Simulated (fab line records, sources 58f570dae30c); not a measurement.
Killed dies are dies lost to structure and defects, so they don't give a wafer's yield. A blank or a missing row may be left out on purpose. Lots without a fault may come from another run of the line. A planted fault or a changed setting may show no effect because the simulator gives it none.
Which tool did it? | flow berkeley_cmos170 | 7 lots, 21 wafers sampled, at 2 steps of a route of 331

WHAT THE GAUGES READ, wafer by wafer
UCB170_NLDD_CD_MEAS_06: target cd 1200 nm.
lot  | measured     | on        | cd_nm (nm)
L486 | day 6 10:41  | cd_sem-02 | 1200.8 1200.1 1199.4
L490 | day 6 19:35  | cd_sem-02 | 1211.7 1212.0 1212.5 1211.7 1212.0 1212.7
L498 | day 9 09:09  | cd_sem-02 | 1196.9 1197.4 1197.8
L499 | day 9 09:53  | cd_sem-01 | 1199.0 1200.1 1199.3
L503 | day 10 08:55 | cd_sem-01 | 1198.8 1200.1 1200.2
L505 | day 10 13:22 | cd_sem-01 | 1200.2 1201.6 1200.6
L507 | day 11 04:48 | cd_sem-02 | 1200.5 1199.9 1200.2

WHICH TOOL RAN EACH LOT (tool, then ch and the chambers of the sampled wafers, then the start)
lot  | UCB170_NLDD_PEB_04
L486 | litho_track-01 ch 0, day 6 10:25
L490 | litho_track-02 ch 0, day 6 19:16
L498 | litho_track-04 ch 0, day 9 08:53
L499 | litho_track-01 ch 0, day 9 09:37
L503 | litho_track-02 ch 0, day 10 08:38
L505 | litho_track-01 ch 0, day 10 13:05
L507 | litho_track-04 ch 0, day 11 04:32
- UCB170_NLDD_PEB_04

THE ANSWER, worked out from the rows above alone
Rule: what is usual is taken from the lots themselves. Put in order of their means at a reading, lots are off if they are a third of the lots or fewer, leave a main group of 4 or more, and stand apart from it by a gap of 3 or more times the standard deviation of the main group's means; of several such gaps the widest counts. A main group whose means are all the same, to the digits that the tables above print for the reading, isn't used. A lot without any number at a reading at which 4 lots or more have one is off too. The other lots that the step has rows for count as sound.
Off: L490, at UCB170_NLDD_CD_MEAS_06 (cd_nm). The main group: mean 1199.6 nm, standard deviation 1.1.
A tool fits if, at a process step before that reading, it ran every lot that is off, and no sound lot after the first of them. The gauges at UCB170_NLDD_CD_MEAS_06 are tried like those tools. None of those tried fits.

WHAT THE SIMULATOR HAD PUT IN
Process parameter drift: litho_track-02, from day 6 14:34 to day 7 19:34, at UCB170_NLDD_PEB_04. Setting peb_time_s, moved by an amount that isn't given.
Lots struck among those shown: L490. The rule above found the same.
